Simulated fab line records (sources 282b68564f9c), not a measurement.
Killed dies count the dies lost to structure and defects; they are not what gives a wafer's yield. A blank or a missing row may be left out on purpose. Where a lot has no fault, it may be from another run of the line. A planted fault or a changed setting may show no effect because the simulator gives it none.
Matching of chambers | flow rit_cmos | 3 sister chambers for RIT_CONTACT_CVD_00 on pecvd-04
The step deposits SiO2 from TEOS, target thk 400 nm, time 61 s. 14 wafers are shown with their chamber, then 7 later ones without.

## WAFERS PAIRED WITH THEIR CHAMBERS
wafer  | chamber | heater_power_w (W)
L217.1 | 2       | 371
L217.3 | 0       | 359
L217.4 | 2       | 381
L220.2 | 0       | 286
L220.3 | 1       | 325
L220.5 | 1       | 318
L223.1 | 0       | 290
L223.2 | 1       | 269
L223.3 | 2       | 356
L226.1 | 1       | 257
L226.2 | 0       | 302
L226.5 | 1       | 278
L229.4 | 1       | 302
L229.5 | 2       | 317

SIGNATURES (averages over the wafers above)
reading        | chamber 0 | chamber 1 | chamber 2 | scatter within a chamber
heater_power_w | 309.25    | 291.50    | 356.25    | 29.6
Rule: distance of a wafer from a chamber = root of the sum over the readings of ((wafer's reading minus chamber's mean) / reading's scatter) squared. The wafer belongs to the nearest chamber; if the next one is less than 2 further off, it can't be placed. The scatter: the root of (the sum of the squares of (reading less its chamber's mean) over the shown wafers, divided by (wafers less chambers)).

## WAFERS WHOSE CHAMBER IS MISSING
wafer  | heater_power_w (W)
L229.6 | 267
L235.1 | 290
L235.5 | 295
L235.6 | 366
L238.1 | 326
L238.5 | 346
L238.6 | 286

## CHAMBER TAKEN BY EACH
wafer  | from the rows above          | in truth
L229.6 | can't be placed: 1 or 0      | 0
L235.1 | can't be placed: 1 or 0      | 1
L235.5 | can't be placed: 1 or 0 or 2 | 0
L235.6 | can't be placed: 2 or 0      | 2
L238.1 | can't be placed: 0 or 2 or 1 | 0
L238.5 | can't be placed: 2 or 0 or 1 | 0
L238.6 | can't be placed: 1 or 0      | 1
Placed correctly: 0 of 7. These rows do not allow placing 7 (true chamber among the candidates in 7). 0 placed wrongly.
